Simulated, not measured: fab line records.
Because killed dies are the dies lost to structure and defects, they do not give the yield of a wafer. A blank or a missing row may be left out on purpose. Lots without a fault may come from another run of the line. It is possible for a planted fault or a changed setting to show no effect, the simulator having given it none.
Comparing a struck lot with a sound one || flow rit cmos || 15 out of 202 route steps
Sound: these wafers, L147.1, L147.3, L147.6. The struck wafers were L149.1, L149.2, L149.5. Last of all comes the cause.
At each step with rows: each side's tool, then ch and its chambers, then its first start. Under that, the readings that differ: sound wafers || struck wafers || difference of the means || sigmas: that difference in standard deviations of wafers without a fault.
alike: words and numbers the same on both sides, and readings whose means are apart by under 2 such deviations; not compared: readings that were withheld, readings missing a value for some wafer, numbers with overlapping values and no deviation given by the record, and bounds like >300 which may hide the same value.
A row with sigmas, a row that says differs or no value, or rows on one side alone: a step with any of these is where the two part. Numbers that don't overlap but have no deviation are shown without sigmas and don't part them. A reading missing from all wafers of one side parts the sides only when that side holds two or more wafers.

first, 3 steps without rows for these wafers: RIT_PRETRO_EXPOSE_03 (exposes mask M5, target cd 43700 nm); RIT_PRETRO_PEB_04; RIT_PRETRO_DEVELOP_05 (develop time 68 s).
RIT_PRETRO_OVL_MEAS_06:
  struck on overlay-02, day 3 12:47; sound on overlay-01, day 3 04:20
  alike: PRETRO_OVL
then, 2 steps without rows for these wafers: RIT_PRETRO_HARDBAKE_07 (time 120 s); RIT_PRETRO_IMPLANT_08.
RIT_PRETRO_STRIP_09: strips in O2, time 180 s.
  sound on plasma asher-03 ch 0,1, day 3 04:46; struck on plasma asher-03 ch 0,1, day 3 13:13
  alike: drypump motor current A
  not compared: rf hours counter h
RIT_PRETRO_TW_MEAS_10:
  struck on film metro-03, day 3 13:24; sound on film metro-04, day 3 04:57
{"reading": "PRETRO_TW", "sound": "480 480 483", "struck": "473 477 475", "difference": -6, "sigmas": -2}
then, 4 steps without rows for these wafers: RIT_GATE_WET_ETCH_00 (etches SiO2 in BOE, target depth 56 nm, time 60 s); RIT_GATE_CLEAN_01 (cleans in SC1, time 600 s); RIT_GATE_CLEAN_02 (cleans in dHF, time 30 s); RIT_GATE_CLEAN_03 (cleans in SC2, time 600 s).
RIT_GATE_CLEAN_04: cleans in dHF, time 60 s.
  sound on wet bench-02 ch 0, day 3 05:26; struck on wet bench-02 ch 3, day 3 13:52
{"reading": "run length s (s)", "sound": "86.8 86.8 86.8", "struck": "55.6 55.6 55.6", "difference": -31.2, "sigmas": -14}
RIT_FOX2_THK_MEAS_91:
  struck on film metro-03, day 3 13:53; sound on film metro-01, day 3 05:28
{"reading": "FIELD_OXIDE_LEFT_2_THK (nm)", "sound": "251 254 257", "struck": "272 273 268", "difference": "+17", "sigmas": "+3"}
RIT_M1_PROBE_99:
  struck on prober-02, day 4 14:58; sound on prober-02, day 4 06:27
  alike: killed at contacts, killed at front end, killed dies, killed open, killed short

## WHERE THEY PART
Earliest at RIT_PRETRO_TW_MEAS_10; latest, in this record, at RIT_FOX2_THK_MEAS_91. Later steps at which nothing parts them and some readings are alike: RIT_M1_PROBE_99.

WHY: what had been put in by the simulator
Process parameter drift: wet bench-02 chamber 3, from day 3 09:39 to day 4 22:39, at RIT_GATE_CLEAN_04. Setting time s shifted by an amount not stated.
